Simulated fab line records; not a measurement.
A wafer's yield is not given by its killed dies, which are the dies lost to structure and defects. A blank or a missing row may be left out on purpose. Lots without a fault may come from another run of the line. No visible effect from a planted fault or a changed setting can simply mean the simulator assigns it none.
fab line records	flow berkeley_cmos170
[record] lots = 6	wafers = 18	last_day = 13
route steps=331 shown BACKSIDE@202 SDANNEAL@204 PSD@206 NSD@207 PLDD@208 NLDD@209 SILICIDE@210 CONTACT@216 M1@238 M3@331
lots untouched by any fault: they come from a run of this same line in which no faults occurred
start_h: the number of hours between the record's first day and the start of the first shown wafer of the lot	wait_h: hours from the lot's prior step to this one	" identical to the entry in the row above	L1.1+2: a row that stands for several wafers	- no value, or no start given	* or withheld: withheld	< > ~ a bound
route shown NAME@n: names a module that has steps shown in the file, with the first one's number in the route	usual: mean/standard deviation of fault-free wafers	same: alike in all rows	chamber/n: place in a boat	sites: readings site by site	_std_site: standard deviation across them	_edge_site: the outer-site mean with the inner-site mean subtracted	radius_mm: how far each site lies from the wafer's centre	mask NAME#n: copy n	behind: tool/chamber where the wafer was last shaped	hold: cause of the lot's hold/its duration in hours/its outcome	device: transistor that didn't switch, given as n, p or np	end of line: at the end of the route, the tests of the same wafers	for a step that has no rows: nothing shown but its recipe	killed: the dies lost at the first sort to structure and to defects; this is not the yield of the wafer	map: a wafer's dies, x killed, . not, _ none there
set.NAME: setting as actually run; set.NAME@STEP: the setting as run at that earlier step	model.NAME: the simulator's own value behind a step, which no gauge read
lots at some steps of the route; a table a step, a row a wafer
services: from which hour (start_h, from the record's first day; less than 0 if before it) a tool's chamber was out of use, for how many hours, and why
[[steps]]
[step UCB170_BACKSIDE_STRIP_03]
[recipe] chemistry = O2	power_w = 400	pressure_mtorr = 3500	platen_temp_c = withheld	o2_flow_sccm = 400	overash_fraction = 0.5
[usual] chamber_pressure_mTorr = 3500/3	drypump_motor_current_A = 6.08/0.27	oes_product_au = 0.734/0.0044	strip_time_to_endpoint_s = 21.97/0.075
lot.wafer	tool	chamber	start_h	wait_h	chamber_pressure_mTorr	drypump_motor_current_A	oes_product_au	rf_hours_counter_h	strip_time_to_endpoint_s
L548.3	plasma_asher-01	0	200.53	0.1	3501	6.20	0.740	-	22.11
L548.4	"	1	"	"	3503	6.34	0.733	-	22.17
L548.5	"	1	"	"	3500	6.41	0.733	-	22.12
L549.2	plasma_asher-04	0	212.03	0.1	3501	5.74	0.735	48	21.89
L549.3	"	1	"	"	3499	6.01	0.735	-	21.86
L549.4	"	0	"	"	3504	5.71	0.733	-	21.93
L550.1	plasma_asher-03	0	212.48	0.1	3494	6.43	0.734	9	21.83
L550.3	"	0	"	"	3498	6.42	0.736	-	21.83
L550.4	"	1	"	"	3502	5.75	0.730	-	21.89
L561.1	plasma_asher-01	1	249.23	0.1	3503	6.30	0.739	50	22.05
L561.5	"	0	"	"	3499	6.21	0.726	-	22.07
L561.6	"	1	"	"	3505	6.31	0.735	-	22.07
L564.2	plasma_asher-04	0	270.67	0.1	3498	5.72	0.736	55	22.01
L564.3	"	1	"	"	3504	6.00	0.732	-	21.97
L564.6	"	0	"	"	3497	5.71	0.725	-	22.04
L566.3	plasma_asher-03	1	280.71	0.1	3504	5.73	0.732	-	21.91
L566.4	"	0	"	"	3498	6.42	0.733	-	22.05
L566.6	"	1	"	"	3497	5.75	0.737	-	22.03
[step UCB170_BACKSIDE_CLEAN_04]
[recipe] chemistry = SPM	temp_c = 120	time_s = 600
[step UCB170_SDANNEAL_RTA_00]
[recipe] temp_c = 900	time_s = 10	ambient = N2
[step UCB170_SDANNEAL_RTA_01]
[recipe] temp_c = 1050	time_s = 5	ambient = N2
[step UCB170_SDANNEAL_RS_MEAS_02]
[recipe] thk_meas_gauge = four-point-probe
[usual] PSD_RS = 75.56/0.27
lot.wafer	tool	chamber	start_h	wait_h	PSD_RS[ohm/sq]
L548.3	film_metro-03	-	200.95	0.1	75.76
L548.4	"	-	"	"	75.51
L548.5	"	-	"	"	75.77
L549.2	film_metro-02	-	212.45	0.1	75.92
L549.3	"	-	"	"	75.56
L549.4	"	-	"	"	75.63
L550.1	film_metro-04	-	212.88	0.0	75.19
L550.3	"	-	"	"	75.51
L550.4	"	-	"	"	75.11
L561.1	film_metro-02	-	249.63	0.0	75.24
L561.5	"	-	"	"	75.40
L561.6	"	-	"	"	75.28
L564.2	film_metro-02	-	271.11	0.1	75.63
L564.3	"	-	"	"	75.56
L564.6	"	-	"	"	75.64
L566.3	film_metro-04	-	281.12	0.1	75.43
L566.4	"	-	"	"	75.73
L566.6	"	-	"	"	75.47
[step UCB170_SDANNEAL_RS_MEAS_03]
[recipe] thk_meas_gauge = four-point-probe
[usual] NSD_RS = 37.29/0.072
lot.wafer	tool	chamber	start_h	wait_h	NSD_RS[ohm/sq]
L548.3	film_metro-03	-	201.07	0.1	37.23
L548.4	"	-	"	"	37.21
L548.5	"	-	"	"	37.28
L549.2	film_metro-02	-	212.57	0.1	37.41
L549.3	"	-	"	"	37.40
L549.4	"	-	"	"	37.35
L550.1	film_metro-04	-	213.00	0.1	37.12
L550.3	"	-	"	"	37.14
L550.4	"	-	"	"	37.26
L561.1	film_metro-02	-	249.75	0.1	37.34
L561.5	"	-	"	"	37.44
L561.6	"	-	"	"	37.29
L564.2	film_metro-02	-	271.23	0.1	37.39
L564.3	"	-	"	"	37.41
L564.6	"	-	"	"	37.40
L566.3	film_metro-04	-	281.24	0.1	37.19
L566.4	"	-	"	"	37.25
L566.6	"	-	"	"	37.37
[step UCB170_SDANNEAL_RS_MEAS_04]
[recipe] thk_meas_gauge = four-point-probe
[usual] PLDD_RS = 1031.9/2.4
lot.wafer	tool	chamber	start_h	wait_h	PLDD_RS[ohm/sq]
L548.3	film_metro-03	-	201.19	0.1	1025.4
L548.4	"	-	"	"	1029.4
L548.5	"	-	"	"	1028.2
L549.2	film_metro-02	-	212.69	0.1	1029.9
L549.3	"	-	"	"	1034.7
L549.4	"	-	"	"	1034.9
L550.1	film_metro-04	-	213.12	0.1	1029.4
L550.3	"	-	"	"	1030.5
L550.4	"	-	"	"	1030.3
L561.1	film_metro-02	-	249.87	0.1	1032.5
L561.5	"	-	"	"	1032.5
L561.6	"	-	"	"	1028.4
L564.2	film_metro-02	-	271.35	0.1	1033.8
L564.3	"	-	"	"	1030.9
L564.6	"	-	"	"	1036.8
L566.3	film_metro-04	-	281.36	0.1	1027.5
L566.4	"	-	"	"	1031.6
L566.6	"	-	"	"	1032.3
[step UCB170_SDANNEAL_RS_MEAS_05]
[recipe] thk_meas_gauge = four-point-probe
[usual] NLDD_RS = 616.3/1.4
lot.wafer	tool	chamber	start_h	wait_h	NLDD_RS[ohm/sq]
L548.3	film_metro-03	-	201.31	0.1	614.5
L548.4	"	-	"	"	615.7
L548.5	"	-	"	"	614.4
L549.2	film_metro-02	-	212.81	0.1	614.1
L549.3	"	-	"	"	614.9
L549.4	"	-	"	"	613.7
L550.1	film_metro-04	-	213.24	0.1	613.9
L550.3	"	-	"	"	613.2
L550.4	"	-	"	"	614.2
L561.1	film_metro-02	-	249.99	0.1	616.8
L561.5	"	-	"	"	615.6
L561.6	"	-	"	"	618.7
L564.2	film_metro-02	-	271.47	0.1	615.8
L564.3	"	-	"	"	617.7
L564.6	"	-	"	"	618.1
L566.3	film_metro-04	-	281.48	0.1	615.2
L566.4	"	-	"	"	616.7
L566.6	"	-	"	"	615.3
[step UCB170_SILICIDE_PRE_CLEAN_00]
[recipe] gas = Ar	preclean_etch_time_s = 60
[step UCB170_SILICIDE_SPUTTER_01]
[recipe] material = Ti	target_thk_nm = 30	time_s = 25	power_w = 1500	chamber_pressure_pa = 0.5
[usual] throttle_valve_pct = 29.9/1.5
lot.wafer	tool	chamber	start_h	wait_h	throttle_valve_pct
L548.3	pvd_sputter-03	-	201.46	0.0	29.0
L548.4	"	-	"	"	30.2
L548.5	"	-	"	"	30.0
L549.2	pvd_sputter-02	-	212.97	0.0	26.8
L549.3	"	-	"	"	32.6
L549.4	"	-	"	"	29.7
L550.1	pvd_sputter-04	-	213.42	0.0	31.7
L550.3	"	-	"	"	31.5
L550.4	"	-	"	"	28.0
L561.1	pvd_sputter-02	-	250.17	0.0	30.1
L561.5	"	-	"	"	29.8
L561.6	"	-	"	"	29.7
L564.2	pvd_sputter-04	-	271.63	0.0	31.6
L564.3	"	-	"	"	29.8
L564.6	"	-	"	"	31.2
L566.3	pvd_sputter-02	-	281.63	0.0	26.2
L566.4	"	-	"	"	32.3
L566.6	"	-	"	"	29.9
[step UCB170_SILICIDE_RS_MEAS_02]
[recipe] thk_meas_gauge = four-point-probe	reads = Ti_of_SILICIDE_SPUTTER_01
[usual] SILICIDE_TI_RS = 26.2/0.36
lot.wafer	tool	chamber	start_h	wait_h	SILICIDE_TI_RS[ohm/sq]
L548.3	film_metro-04	-	201.53	0.1	26.1
L548.4	"	-	"	"	25.7
L548.5	"	-	"	"	25.5
L549.2	film_metro-01	-	213.02	0.0	26.4
L549.3	"	-	"	"	26.7
L549.4	"	-	"	"	26.3
L550.1	film_metro-01	-	213.45	0.0	26.3
L550.3	"	-	"	"	26.5
L550.4	"	-	"	"	26.0
L561.1	film_metro-04	-	250.20	0.0	26.2
L561.5	"	-	"	"	25.8
L561.6	"	-	"	"	26.1
L564.2	film_metro-01	-	271.69	0.0	26.7
L564.3	"	-	"	"	26.7
L564.6	"	-	"	"	26.5
L566.3	film_metro-03	-	281.70	0.1	26.5
L566.4	"	-	"	"	26.7
L566.6	"	-	"	"	26.1
[step UCB170_SILICIDE_THK_MEAS_03]
[recipe] thk_meas_gauge = xrf	reads = Ti_of_SILICIDE_SPUTTER_01
[usual] SILICIDE_TI_THK = 29.6/0.37
lot.wafer	tool	chamber	start_h	wait_h	SILICIDE_TI_THK[nm]
L548.3	film_metro-04	-	201.63	0.1	29.7
L548.4	"	-	"	"	30.0
L548.5	"	-	"	"	30.2
L549.2	film_metro-01	-	213.13	0.1	29.5
L549.3	"	-	"	"	29.3
L549.4	"	-	"	"	29.8
L550.1	film_metro-01	-	213.57	0.1	29.5
L550.3	"	-	"	"	29.4
L550.4	"	-	"	"	29.8
L561.1	film_metro-04	-	250.32	0.1	29.6
L561.5	"	-	"	"	30.0
L561.6	"	-	"	"	29.5
L564.2	film_metro-01	-	271.80	0.1	29.1
L564.3	"	-	"	"	29.2
L564.6	"	-	"	"	29.3
L566.3	film_metro-03	-	281.80	0.1	29.3
L566.4	"	-	"	"	29.2
L566.6	"	-	"	"	29.7
[step UCB170_SILICIDE_RTA_04]
[recipe] temp_c = 650	time_s = 15	ambient = N2
[usual] lamp_power_pct = 9.45/0.13	wafer_temp_C_max = 653.0/0.76
lot.wafer	tool	chamber	start_h	wait_h	lamp_power_pct	wafer_temp_C_max
L548.3	rtp_anneal-01	0	201.70	0.1	9.34	652.1
L548.4	"	0	"	"	9.34	653.4
L548.5	"	0	"	"	9.33	653.3
L549.2	rtp_anneal-02	0	213.20	0.1	9.58	652.7
L549.3	"	0	"	"	9.59	652.5
L549.4	"	0	"	"	9.58	653.2
L550.1	rtp_anneal-01	0	213.63	0.1	9.33	653.7
L550.3	"	0	"	"	9.33	654.7
L550.4	"	0	"	"	9.33	654.0
L561.1	rtp_anneal-02	0	250.38	0.1	9.58	652.9
L561.5	"	0	"	"	9.58	652.0
L561.6	"	0	"	"	9.57	652.8
L564.2	rtp_anneal-01	0	271.87	0.1	9.33	652.7
L564.3	"	0	"	"	9.32	653.0
L564.6	"	0	"	"	9.32	653.4
L566.3	rtp_anneal-01	0	281.86	0.1	9.32	655.0
L566.4	"	0	"	"	9.33	653.0
L566.6	"	0	"	"	9.32	653.4
[step UCB170_SILICIDE_WET_ETCH_05]
[recipe] chemistry = SPM	time_s = 45	temp_c = 120	target = Ti
[step UCB170_CONTACT_CLEAN_00]
[recipe] chemistry = SPM	temp_c = 120	time_s = 600
[step UCB170_CONTACT_CVD_01]
[recipe] material = PSG	target_thk_nm = 700	temp_c = 450	precursor = SiH4/O2/PH3	time_s = 2820	pressure_mtorr = 300	sih4_flow_sccm = 60	o2_flow_sccm = 90	ph3_flow_sccm = 25
[step UCB170_CONTACT_THK_MEAS_02]
[recipe] reads = PSG_of_CONTACT_CVD_01
[usual] CONTACT_PSG_THK = 700/5.3
lot.wafer	tool	chamber	start_h	wait_h	CONTACT_PSG_THK[nm]
L548.3	film_metro-02	-	203.74	0.0	707
L548.4	"	-	"	"	700
L548.5	"	-	"	"	704
L550.1	film_metro-03	-	215.78	0.0	697
L550.3	"	-	"	"	695
L550.4	"	-	"	"	697
L549.2	film_metro-02	-	216.14	0.0	704
L549.3	"	-	"	"	704
L549.4	"	-	"	"	707
L561.1	film_metro-03	-	252.92	0.0	696
L561.5	"	-	"	"	690
L561.6	"	-	"	"	689
L564.2	film_metro-01	-	276.09	0.0	711
L564.3	"	-	"	"	704
L564.6	"	-	"	"	709
L566.3	film_metro-03	-	283.98	0.0	693
L566.4	"	-	"	"	692
L566.6	"	-	"	"	699
[step UCB170_CONTACT_HMDS_03]
[recipe] prime_time_s = 60	prime_temp_c = 100
[step UCB170_CONTACT_COAT_04]
[recipe] resist = KrF	spin_rpm = 1500	resist_thk_nm = 900
[step UCB170_CONTACT_SOFTBAKE_05]
[recipe] resist = KrF	temp_c = 130	time_s = 60
[step UCB170_CONTACT_STRIP_06]
[recipe] chemistry = O2	power_w = 400	pressure_mtorr = 3500	platen_temp_c = withheld	o2_flow_sccm = 400	overash_fraction = 0.5
[step UCB170_CONTACT_CLEAN_07]
[recipe] chemistry = SPM	temp_c = 120	time_s = 600
[step UCB170_CONTACT_RTA_08]
[recipe] temp_c = 900	time_s = 10	ambient = N2
[usual] lamp_power_pct = 22.08/0.3	wafer_temp_C_max = 904.3/1.3
lot.wafer	tool	chamber	start_h	wait_h	lamp_power_pct	wafer_temp_C_max
L548.3	rtp_anneal-02	0	204.83	0.0	22.36	904.3
L548.4	"	0	"	"	22.37	903.5
L548.5	"	0	"	"	22.34	904.7
L550.1	rtp_anneal-01	0	216.68	0.0	21.75	904.3
L550.3	"	0	"	"	21.75	904.1
L550.4	"	0	"	"	21.76	904.1
L549.2	rtp_anneal-02	0	217.02	0.0	22.34	902.9
L549.3	"	0	"	"	22.35	903.3
L549.4	"	0	"	"	22.36	903.8
L561.1	rtp_anneal-02	0	253.71	0.0	22.36	903.4
L561.5	"	0	"	"	22.35	902.6
L561.6	"	0	"	"	22.36	904.5
L564.2	rtp_anneal-02	0	276.97	0.0	22.37	903.8
L564.3	"	0	"	"	22.39	904.7
L564.6	"	0	"	"	22.35	903.8
L566.3	rtp_anneal-02	0	284.77	0.0	22.36	902.6
L566.4	"	0	"	"	22.36	902.9
L566.6	"	0	"	"	22.35	903.0
[step UCB170_CONTACT_COAT_09]
[recipe] resist = BARC	temp_c = withheld	time_s = withheld	spin_rpm = 3000	resist_thk_nm = withheld
[step UCB170_CONTACT_COAT_10]
[recipe] resist = KrF	spin_rpm = 1500	resist_thk_nm = 900
[step UCB170_CONTACT_SOFTBAKE_11]
[recipe] resist = KrF	temp_c = 130	time_s = 60
[step UCB170_CONTACT_EXPOSE_12]
[recipe] mask_id = CONT	target_cd_nm = 700	na = 0.5	sigma_outer = 0.6	source_shape = conventional	dose_mj = 35
[step UCB170_CONTACT_PEB_13]
[recipe] peb_temp_c = 130	peb_time_s = withheld	resist = KrF
[step UCB170_CONTACT_DEVELOP_14]
[recipe] developer = TMAH	develop_time_s = 45	resist = KrF	dev_temp_c = 21
[step UCB170_CONTACT_CD_MEAS_15]
[recipe] target_cd_nm = 700
[usual] cd_nm = 700.4/1.4
lot.wafer	tool	chamber	start_h	wait_h	cd_nm
L548.3	cd_sem-02	-	206.54	-	701.8
L548.4	"	-	"	"	703.4
L548.5	"	-	"	"	702.5
L550.1	cd_sem-01	-	217.72	-	700.8
L550.3	"	-	"	"	700.9
L550.4	"	-	"	"	701.4
L549.2	cd_sem-02	-	218.19	-	697.9
L549.3	"	-	"	"	698.9
L549.4	"	-	"	"	697.0
L561.1	cd_sem-01	-	254.86	-	698.8
L561.5	"	-	"	"	699.5
L561.6	"	-	"	"	699.7
L564.2	cd_sem-02	-	278.43	-	700.1
L564.3	"	-	"	"	700.0
L564.6	"	-	"	"	700.1
L566.3	cd_sem-01	-	285.82	-	700.9
L566.4	"	-	"	"	701.0
L566.6	"	-	"	"	700.8
[step UCB170_CONTACT_OVL_MEAS_16]
[usual] CONTACT_OVL = -2/5.8
lot.wafer	tool	chamber	start_h	wait_h	CONTACT_OVL[nm]
L548.3	overlay-01	-	206.63	0.1	-2
L548.4	"	-	"	"	-7
L548.5	"	-	"	"	-1
L550.1	overlay-01	-	217.84	0.1	-9
L550.3	"	-	"	"	-6
L550.4	"	-	"	"	-5
L549.2	overlay-01	-	218.29	0.1	-3
L549.3	"	-	"	"	0
L549.4	"	-	"	"	-3
L561.1	overlay-02	-	254.98	0.1	5
L561.5	"	-	"	"	4
L561.6	"	-	"	"	7
L564.2	overlay-02	-	278.53	0.1	-6
L564.3	"	-	"	"	-5
L564.6	"	-	"	"	-10
L566.3	overlay-02	-	285.91	0.1	-1
L566.4	"	-	"	"	0
L566.6	"	-	"	"	-7
[step UCB170_CONTACT_ETCH_17]
[recipe] chemistry = N2/H2	target_depth_a = withheld	overetch_a = withheld	target = BARC	time_s = withheld	source_w = 500	bias_w = 100	pressure_mtorr = 30	n2_flow_sccm = 100	h2_flow_sccm = 200
[usual] chamber_pressure_mTorr = 29.99/0.05	drypump_motor_current_A = 5.7/0.41	oes_product_au = 0.991/0.027	throttle_valve_pct = 13.41/0.13
lot.wafer	tool	chamber	start_h	wait_h	chamber_pressure_mTorr	drypump_motor_current_A	oes_product_au	throttle_valve_pct
L548.3	rie_diel-02	2	206.65	0.0	29.98	5.4	0.988	13.33
L548.4	"	1	"	"	30.01	5.3	0.979	13.32
L548.5	"	2	"	"	29.97	5.3	0.989	13.34
L550.1	rie_diel-04	3	217.87	0.0	30.00	5.3	0.965	13.25
L550.3	"	1	"	"	30.05	6.4	0.949	13.35
L550.4	"	2	"	"	29.97	5.8	1.012	13.44
L549.2	rie_diel-03	0	218.32	0.0	29.97	5.8	0.984	13.54
L549.3	"	3	"	"	30.04	5.9	1.012	13.27
L549.4	"	1	"	"	30.05	6.1	0.984	13.61
L561.1	rie_diel-02	0	255.01	0.0	30.01	6.4	1.042	13.42
L561.5	"	1	"	"	30.07	5.3	0.966	13.33
L561.6	"	2	"	"	30.00	5.4	0.991	13.33
L564.2	rie_diel-04	3	278.56	0.0	29.95	5.3	0.969	13.25
L564.3	"	1	"	"	30.00	6.4	0.952	13.34
L564.6	"	1	"	"	29.97	6.4	0.953	13.34
L566.3	rie_diel-04	0	285.93	0.0	30.08	5.5	0.971	13.36
L566.4	"	0	"	"	30.01	5.6	0.979	13.35
L566.6	"	3	"	"	29.96	5.3	0.956	13.27
[step UCB170_CONTACT_ETCH_18]
[recipe] chemistry = CHF3/CF4/Ar	target = PSG	stop_on = TiSi2	CHF3_flow_sccm = 45	cf4_flow_sccm = 15	Ar_flow_sccm = 150	pressure_mtorr = 200	rf_w = 700	target_depth_a = 8400	over_etch_frac = 0.2	time_s = 195
[usual] chamber_pressure_mTorr = 199.99/0.18	drypump_motor_current_A = 5.7/0.41	oes_product_au = 0.891/0.014	throttle_valve_pct = 6.96/0.086
lot.wafer	tool	chamber	start_h	wait_h	chamber_pressure_mTorr	drypump_motor_current_A	oes_product_au	rf_hours_counter_h	throttle_valve_pct
L548.3	rie_diel-02	2	-	-	200.13	5.4	0.898	2	7.07
L548.4	"	1	"	"	200.03	5.3	0.900	12	6.95
L548.5	"	2	"	"	200.14	5.4	0.899	-	7.05
L550.1	rie_diel-04	3	-	-	199.77	5.3	0.879	114	6.81
L550.3	"	1	"	"	199.91	6.4	0.868	120	6.91
L550.4	"	2	"	"	199.90	5.9	0.898	84	7.04
L549.2	rie_diel-03	0	-	-	199.97	5.8	0.891	125	6.98
L549.3	"	3	"	"	199.97	5.8	0.901	137	6.84
L549.4	"	1	"	"	200.07	6.1	0.875	-	7.10
L561.1	rie_diel-02	0	-	-	199.89	6.4	0.909	55	6.89
L561.5	"	1	"	"	199.97	5.2	0.897	-	6.97
L561.6	"	2	"	"	200.05	5.4	0.884	-	7.06
L564.2	rie_diel-04	3	-	-	200.10	5.2	0.895	118	6.82
L564.3	"	1	"	"	199.81	6.4	0.870	123	6.92
L564.6	"	1	"	"	200.03	6.4	0.877	-	6.94
L566.3	rie_diel-04	1	-	-	199.82	6.4	0.860	123	6.94
L566.4	"	3	"	"	199.60	5.3	0.872	-	6.82
L566.6	"	3	"	"	200.03	5.3	0.880	-	6.81
[step UCB170_CONTACT_STRIP_19]
[recipe] chemistry = O2	power_w = 400	pressure_mtorr = 3500	platen_temp_c = withheld	o2_flow_sccm = 400	overash_fraction = 0.5
[step UCB170_CONTACT_CD_MEAS_90]
[recipe] target_cd_nm = 700
[usual] cd_nm = 700.2/1.6
lot.wafer	tool	chamber	start_h	wait_h	cd_nm
L548.3	cd_sem-01	-	206.96	0.1	701.2
L548.4	"	-	"	"	701.9
L548.5	"	-	"	"	702.0
L550.1	cd_sem-01	-	218.14	0.1	699.8
L550.3	"	-	"	"	702.3
L550.4	"	-	"	"	702.1
L549.2	cd_sem-01	-	218.61	0.1	695.9
L549.3	"	-	"	"	699.4
L549.4	"	-	"	"	695.5
L561.1	cd_sem-01	-	255.31	0.1	699.1
L561.5	"	-	"	"	698.5
L561.6	"	-	"	"	699.7
L564.2	cd_sem-01	-	278.85	0.1	700.0
L564.3	"	-	"	"	701.7
L564.6	"	-	"	"	702.0
L566.3	cd_sem-01	-	286.30	0.1	701.5
L566.4	"	-	"	"	700.4
L566.6	"	-	"	"	700.6
[step UCB170_CONTACT_CLEAN_20]
[recipe] chemistry = SPM	temp_c = 120	time_s = 600
[step UCB170_M1_SPUTTER_00]
[recipe] material = Al	target_thk_nm = 600	time_s = 80	power_w = 6000	chamber_pressure_pa = 0.5
[step UCB170_M1_RS_MEAS_01]
[recipe] thk_meas_gauge = four-point-probe	reads = Al_of_M1_SPUTTER_00
[usual] M1_AL_RS = 0.0486/0.00049
lot.wafer	tool	chamber	start_h	wait_h	M1_AL_RS[ohm/sq]
L548.3	film_metro-04	-	207.33	0.1	0.0483
L548.4	"	-	"	"	0.0485
L548.5	"	-	"	"	0.0481
L550.1	film_metro-02	-	218.50	0.0	0.0491
L550.3	"	-	"	"	0.0484
L550.4	"	-	"	"	0.0484
L549.2	film_metro-04	-	218.97	0.1	0.0487
L549.3	"	-	"	"	0.0480
L549.4	"	-	"	"	0.0485
L561.1	film_metro-02	-	256.08	0.0	0.0490
L561.5	"	-	"	"	0.0485
L561.6	"	-	"	"	0.0489
L564.2	film_metro-02	-	279.21	0.1	0.0483
L564.3	"	-	"	"	0.0495
L564.6	"	-	"	"	0.0491
L566.3	film_metro-02	-	286.66	0.1	0.0480
L566.4	"	-	"	"	0.0484
L566.6	"	-	"	"	0.0481
[step UCB170_M1_THK_MEAS_02]
[recipe] thk_meas_gauge = xrf	reads = Al_of_M1_SPUTTER_00
[usual] M1_AL_THK = 581/6.9
lot.wafer	tool	chamber	start_h	wait_h	M1_AL_THK[nm]
L548.3	film_metro-04	-	207.43	0.1	587
L548.4	"	-	"	"	583
L548.5	"	-	"	"	588
L550.1	film_metro-02	-	218.62	0.1	570
L550.3	"	-	"	"	579
L550.4	"	-	"	"	581
L549.2	film_metro-04	-	219.08	0.1	586
L549.3	"	-	"	"	594
L549.4	"	-	"	"	591
L561.1	film_metro-02	-	256.20	0.1	575
L561.5	"	-	"	"	580
L561.6	"	-	"	"	576
L564.2	film_metro-02	-	279.32	0.1	584
L564.3	"	-	"	"	567
L564.6	"	-	"	"	574
L566.3	film_metro-02	-	286.76	0.1	587
L566.4	"	-	"	"	582
L566.6	"	-	"	"	584
[step UCB170_M1_COAT_03]
[recipe] resist = BARC	temp_c = withheld	time_s = withheld	spin_rpm = 3000	resist_thk_nm = withheld
[step UCB170_M1_COAT_04]
[recipe] resist = KrF	spin_rpm = 1500	resist_thk_nm = 900
[step UCB170_M1_SOFTBAKE_05]
[recipe] resist = KrF	temp_c = 130	time_s = 60
[step UCB170_M3_PROBE_99]
lot.wafer	tool	chamber	start_h	wait_h	model.etest.npoly_line.width_nm	model.etest.ppoly_line.width_nm	model.etest.ppoly_line.line_ohm_um	model.etest.npoly_line.line_ohm_um	model.etest.npoly_line.rs_ohm_sq_rim_less_centre	model.etest.npoly_line.rs_ohm_sq_range	model.etest.ppoly_line.rs_ohm_sq	model.etest.npoly_line.rs_ohm_sq
L548.3	prober-02	-	221.91	0.2	316.4	315.5	12.61	12.46	-1.341	1.401	3.965	3.936
L548.4	prober-02	-	221.96	0.2	318.7	319.8	12.24	12	-1.318	1.347	3.951	3.882
L548.5	prober-02	-	222.01	0.2	319.1	318.9	12.3	11.99	-1.389	1.409	3.923	3.891
L550.1	prober-01	-	235.40	0.1	318.7	320.1	12.51	12.38	-1.269	1.337	3.997	3.958
L550.3	prober-01	-	235.50	0.2	318.6	316.5	12.59	12.82	-1.343	1.417	4.083	3.997
L550.4	prober-01	-	235.55	0.2	318.7	320.2	12.53	12.3	-1.402	1.419	3.966	3.917
L549.2	prober-01	-	238.81	0.1	319.5	319.8	15.23	15.03	0.05926	0.1336	4.853	4.772
L549.3	prober-01	-	238.86	0.2	320	321.5	15.06	15.11	-0.003244	0.1009	4.917	4.797
L549.4	prober-01	-	238.91	0.2	321.2	320.2	15.22	14.73	0.0619	0.1359	4.867	4.72
L561.1	prober-01	-	272.56	0.1	320.5	322.9	15.1	14.67	-0.001027	0.1419	4.823	4.715
L561.5	prober-01	-	272.76	0.2	318.9	317.3	14.77	14.78	0.004502	0.105	4.782	4.696
L561.6	prober-01	-	272.81	0.2	319.8	321.3	14.72	14.87	0.007396	0.08882	4.761	4.715
L564.2	prober-02	-	297.37	0.1	321.5	320.1	15.34	15.01	-0.04839	0.09475	4.886	4.79
L564.3	prober-02	-	297.42	0.2	321.5	321.9	15	14.87	0.02817	0.1221	4.883	4.795
L564.6	prober-02	-	297.57	0.2	322.3	321.7	15.07	14.7	0.103	0.1605	4.872	4.767
L566.3	prober-01	-	302.64	0.2	322.4	320.1	14.76	14.78	0.03466	0.08272	4.848	4.706
L566.4	prober-01	-	302.69	0.2	322.8	321.8	14.99	14.87	-0.03423	0.1192	4.822	4.721
L566.6	prober-01	-	302.79	0.2	321.6	322	15	14.77	-0.02384	0.08844	4.75	4.697
// killed by level:class
L548.3
L548.4 V1:geometric_particle:short=1 M2:geometric_particle:short=1
L548.5 SPACER:geometric_particle:short=2 V1:geometric_particle:open=1 M2:geometric_particle:short=1 M3:geometric_particle:short=1
L549.2 FIELD:geometric_particle:open=1 SPACER:geometric_particle:open=1 SILICIDE:geometric_particle:open=1
L549.3 START:geometric_particle:short=1 GATE:geometric_particle:short=1 SILICIDE:geometric_particle:short=1 CONTACT:geometric_particle:short=1
L549.4 SACOX:geometric_particle:short=1 SILICIDE:geometric_particle:short=1 V2:geometric_particle:short=1 M3:geometric_particle:short=1
L561.1 ZERO:geometric_particle:open=1 M1:geometric_particle:short=1
L561.5 WELLDRIVE:geometric_particle:open=1 GATE:geometric_particle:open=1 SPACER:geometric_particle:short=1 M3:geometric_particle:short=1
L561.6 START:geometric_particle:open=1 SACOX:geometric_particle:short=1 GATE:geometric_particle:short=1 V1:geometric_particle:short=1 M2:geometric_particle:short=1
L564.2 SILICIDE:geometric_particle:open=1 V1:geometric_particle:short=1
L564.3 SACOX:geometric_particle:short=1 SILICIDE:geometric_particle:open=1
L564.6 GATE:geometric_particle:short=1 V1:geometric_particle:short=1 V1:geometric_particle:open=1
L566.3 GATE:geometric_particle:short=1
L566.4 GATE:geometric_particle:short=1 GATE:geometric_particle:open=1 SPACER:geometric_particle:open=1 SILICIDE:geometric_particle:open=1 CONTACT:geometric_particle:open=1 M3:geometric_particle:short=1
L566.6 GATE:geometric_particle:open=1 GATE:geometric_particle:short=1
[[services]]
tool	chamber	start_h	hours	kind
rie_diel-04	3	178.86	4.2	repair
rie_diel-04	-	179.82	1.8	repair
pvd_sputter-03	-	180.12	13.8	repair
pvd_sputter-04	-	202.80	1.4	repair
rie_diel-03	1	209.53	4.7	repair
plasma_asher-01	-	211.73	2.3	repair
rie_diel-03	2	214.75	8.6	repair
rie_diel-02	2	218.20	8.0	repair
rie_diel-03	2	228.32	-	clean
rie_diel-03	2	228.32	12.3	scheduled_down
rie_diel-03	2	228.32	12.3	vent_cycle
pvd_sputter-03	-	242.50	2.7	repair
rie_diel-03	2	252.07	32.7	repair
rie_diel-04	2	252.77	41.4	repair
rie_diel-03	3	263.28	13.4	repair
pvd_sputter-02	-	270.77	3.1	repair
rie_diel-03	3	284.73	-	clean
[[key]]
first_sign none at tools or gauges
[model_effect] step = UCB170_M3_PROBE_99	value = etest.npoly_line.width_nm	without = 322	struck = 318.4
met_at UCB170_SILICIDE_RTA_04
struck_wafers L548.3,L548.4,L548.5,L550.1,L550.3,L550.4
sort_left_out L550.1,L550.3,L550.4
tester_left_out L548,L550
[fault] kind = process_parameter_drift	tool = rtp_anneal-01	chamber = -	onset_h = 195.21	steps = UCB170_SILICIDE_RTA_04	channel = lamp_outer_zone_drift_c	offset = 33	shape = step	end_h = 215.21
// tester_left_out: of these lots the tester's yield and bins aren't shown, on N5 and GAA mostly nor the transistor test; their killed dies are dies lost to structure and defects alone, not to doping, threshold or leakage, so they don't give the yield
// sort_left_out: the simulated sort isn't trusted on such a fault, so these wafers' sort isn't shown, and their yield isn't known
